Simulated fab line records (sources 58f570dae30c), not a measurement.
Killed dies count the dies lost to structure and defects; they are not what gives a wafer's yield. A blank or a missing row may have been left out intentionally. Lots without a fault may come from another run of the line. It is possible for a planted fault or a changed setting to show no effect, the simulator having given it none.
The same fault as seen by 2 desks + flow berkeley-cmos170 + only its own numbers are on each desk; what lay behind them is given at the end

## FOR THE TOOL OWNER'S DESK: pecvd-03
The tool's own readings at UCB170_V1_CVD_00 (deposits SiO2 from TEOS/O2, target thk 2000 nm, time 250 s): means of the sampled wafers that have a number, for each lot that ran on this tool. If a lot's mean is further than 4 standard deviations from the usual mean, the lot is out of limits and carries the mark OUT (the distance appears in the brackets).
Columns: A = heater-power-w at UCB170_V1_CVD_00, usual 262 W
| lot  | first seen here | A   |
|------|-----------------|-----|
| L132 | day 8 05:21     | 214 |
| L133 | day 8 18:32     | 236 |
| L135 | day 9 09:37     | 238 |
| L137 | day 9 12:24     | 241 |
| L150 | day 12 15:38    | 247 |
This desk's verdict: no lot among the 5 shows anything out of limits.

## AT THE METROLOGY DESK
Lot by lot, what the gauges showed, no matter which tool ran the lot: averages of those sampled wafers that carry a number. If a lot's mean is further than 4 standard deviations from the usual mean, the lot is out of limits and carries the mark OUT (the distance appears in the brackets).
Columns: A = V1_TEOS_THK at UCB170_V1_THK_MEAS_01, usual 1993 nm
| lot  | first seen here | A    |
|------|-----------------|------|
| L128 | day 7 16:36     | 1999 |
| L130 | day 7 16:46     | 2037 |
| L132 | day 8 05:31     | 2002 |
| L133 | day 8 18:41     | 1918 |
| L135 | day 9 09:43     | 1944 |
| L134 | day 9 12:34     | 1982 |
| L137 | day 9 12:35     | 1927 |
| L141 | day 10 01:53    | 1999 |
| L143 | day 10 15:14    | 1977 |
| L145 | day 11 02:22    | 2009 |
| L146 | day 11 02:22    | 1995 |
| L147 | day 11 05:50    | 2013 |
| L148 | day 11 05:50    | 1956 |
| L149 | day 12 03:40    | 1985 |
| L150 | day 12 15:49    | 1990 |
This desk's verdict: no lot among the 15 shows anything out of limits.

## ALL TOGETHER
The desk of the tool owner found nothing out of limits.
Nothing out of limits was seen by the metrology desk.

## WHAT THE SIMULATOR PUT IN
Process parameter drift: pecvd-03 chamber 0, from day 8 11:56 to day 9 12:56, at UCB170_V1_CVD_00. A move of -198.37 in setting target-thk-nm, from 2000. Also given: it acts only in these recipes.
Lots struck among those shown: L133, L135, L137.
